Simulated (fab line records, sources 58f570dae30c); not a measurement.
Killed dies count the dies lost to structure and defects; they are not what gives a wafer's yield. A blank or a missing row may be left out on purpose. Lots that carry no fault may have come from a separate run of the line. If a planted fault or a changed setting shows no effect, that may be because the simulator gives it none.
Check for tools in common ; flow berkeley_cmos170 ; 46 wafers sampled across 14 lots

== WHAT PROMPTED THE OPENING ==
Of 14 lots, 2 have the reading CONTACT_PSG_THK flagged at UCB170_CONTACT_THK_MEAS_02. Fault-free wafers read 699 nm, with a standard deviation of 5.5.
Rule: flag the lot when none of its wafers has a number, or when each of its wafers that has one lies beyond 4 standard deviations from that mean. All remaining lots are regarded as sound.

lot;measured;on;CONTACT_PSG_THK (nm), wafer by wafer;flag
L682;day 7 11:40;film_metro-03;698 698 692;
L684;day 7 14:23;film_metro-01;698 700 697;
L683;day 7 14:49;film_metro-03;702 704 700;
L685;day 7 20:11;film_metro-03;705 694 698;
L687;day 8 10:22;film_metro-03;707 701 697;
L686;day 8 14:23;film_metro-01;698 690 698;
L689;day 8 14:24;film_metro-03;710 714 714;
L688;day 8 14:25;film_metro-04;696 702 694;
L695;day 9 07:05;film_metro-01;696 695 692;
L693;day 9 11:25;film_metro-01;734 735 744 735 735 744;FLAGGED
L694;day 9 13:11;film_metro-03;730 727 729 728;FLAGGED
L698;day 10 13:21;film_metro-04;701 696 697;
L699;day 10 13:22;film_metro-01;699 695 694;
L704;day 11 12:44;film_metro-04;702 699 699;
The numbers of the flagged lots are 734 nm on average: +35 nm against the usual, or +6 standard deviations.

== TOOL THAT RAN EACH LOT ==
3 process steps preceding the reading are held in the record, out of 331 steps in the route. In each cell: the tool, then ch and the chambers that the sampled wafers went through, then the start.
lot;flag;UCB170_PSD_STRIP_09;UCB170_SDANNEAL_RTA_00;UCB170_CONTACT_CVD_01
L682;;plasma_asher-02 ch 0,1, day 7 05:37;rtp_anneal-02 ch 0, day 7 08:21;lpcvd-02 ch 0, day 7 09:53
L684;;plasma_asher-03 ch 0,1, day 7 05:44;rtp_anneal-02 ch 0, day 7 10:27;lpcvd-02 ch 0, day 7 11:43
L683;;plasma_asher-01 ch 0,1, day 7 05:53;rtp_anneal-01 ch 0, day 7 10:43;lpcvd-01 ch 0, day 7 13:02
L685;;plasma_asher-03 ch 0,1, day 7 13:56;rtp_anneal-01 ch 0, day 7 16:37;lpcvd-01 ch 0, day 7 18:23
L687;;plasma_asher-03 ch 0,1, day 8 04:15;rtp_anneal-02 ch 0, day 8 07:25;lpcvd-02 ch 1, day 8 08:34
L686;;plasma_asher-01 ch 0,1, day 8 04:59;rtp_anneal-02 ch 0, day 8 08:07;lpcvd-02 ch 1, day 8 12:37
L689;;plasma_asher-03 ch 0,1, day 8 04:35;rtp_anneal-02 ch 0, day 8 07:53;lpcvd-02 ch 0, day 8 12:37
L688;;plasma_asher-02 ch 0,1, day 8 04:20;rtp_anneal-01 ch 0, day 8 07:53;lpcvd-02 ch 0, day 8 12:37
L695;;plasma_asher-03 ch 0, day 9 00:16;rtp_anneal-02 ch 0, day 9 04:08;lpcvd-01 ch 0, day 9 05:18
L693;FLAGGED;plasma_asher-03 ch 0,1, day 9 05:13;rtp_anneal-01 ch 0, day 9 08:02;lpcvd-02 ch 0, day 9 09:37
L694;FLAGGED;plasma_asher-02 ch 0,1, day 9 01:00;rtp_anneal-01 ch 0, day 9 05:13;lpcvd-02 ch 0, day 9 11:24
L698;;plasma_asher-01 ch 0,1, day 10 06:22;rtp_anneal-01 ch 0, day 10 09:58;lpcvd-01 ch 0, day 10 11:34
L699;;plasma_asher-02 ch 0,1, day 10 06:15;rtp_anneal-02 ch 0, day 10 09:49;lpcvd-01 ch 1, day 10 11:34
L704;;plasma_asher-02 ch 0,1, day 11 05:35;rtp_anneal-01 ch 0, day 11 09:49;lpcvd-01 ch 0, day 11 10:58
What the steps here do:
- UCB170_PSD_STRIP_09: strips in O2.
- UCB170_SDANNEAL_RTA_00: time 10 s.
- UCB170_CONTACT_CVD_01: deposits PSG from SiH4/O2/PH3, target thk 700 nm, time 2820 s.
- UCB170_CONTACT_THK_MEAS_02

== FLAGGED OVER TOTAL, TOOL BY TOOL (the gauges that took the reading come last) ==
step;tool;lots run;flagged;share of the flagged lots;sound lots run after its first flagged lot
UCB170_PSD_STRIP_09;plasma_asher-01;3;0;none;-
UCB170_PSD_STRIP_09;plasma_asher-02;5;1;some;2 (L699,L704)
UCB170_PSD_STRIP_09;plasma_asher-03;6;1;some;0
UCB170_SDANNEAL_RTA_00;rtp_anneal-01;7;2;all;2 (L698,L704)
UCB170_SDANNEAL_RTA_00;rtp_anneal-02;7;0;none;-
UCB170_CONTACT_CVD_01;lpcvd-01;6;0;none;-
UCB170_CONTACT_CVD_01;lpcvd-02;8;2;all;0
UCB170_CONTACT_THK_MEAS_02;film_metro-01;5;1;some;1 (L699)
UCB170_CONTACT_THK_MEAS_02;film_metro-03;6;1;some;0
UCB170_CONTACT_THK_MEAS_02;film_metro-04;3;0;none;-

== WHAT THE TABLE ALLOWS ==
2 rows of the table ran every flagged lot: rtp_anneal-01 at UCB170_SDANNEAL_RTA_00, lpcvd-02 at UCB170_CONTACT_CVD_01.
- rtp_anneal-01 at UCB170_SDANNEAL_RTA_00 ran 7 lots, 2 of them flagged. Sound lots followed the first flagged one (L698, L704) on it, something a lasting fault affecting the whole tool could not allow.
- lpcvd-02 at UCB170_CONTACT_CVD_01 ran 8 lots, 2 of them flagged. Its last sound lot is L686 (day 8 12:37), its first flagged lot L693 (day 9 09:37): a fault that began between those two fits.
One tool is left: lpcvd-02 at UCB170_CONTACT_CVD_01.

== WHAT THE SIMULATOR PUT IN ==
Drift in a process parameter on lpcvd-02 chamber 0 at UCB170_CONTACT_CVD_01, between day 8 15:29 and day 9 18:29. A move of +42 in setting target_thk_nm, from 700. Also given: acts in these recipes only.
Lots struck among those shown: L693, L694. The rule above found the same.
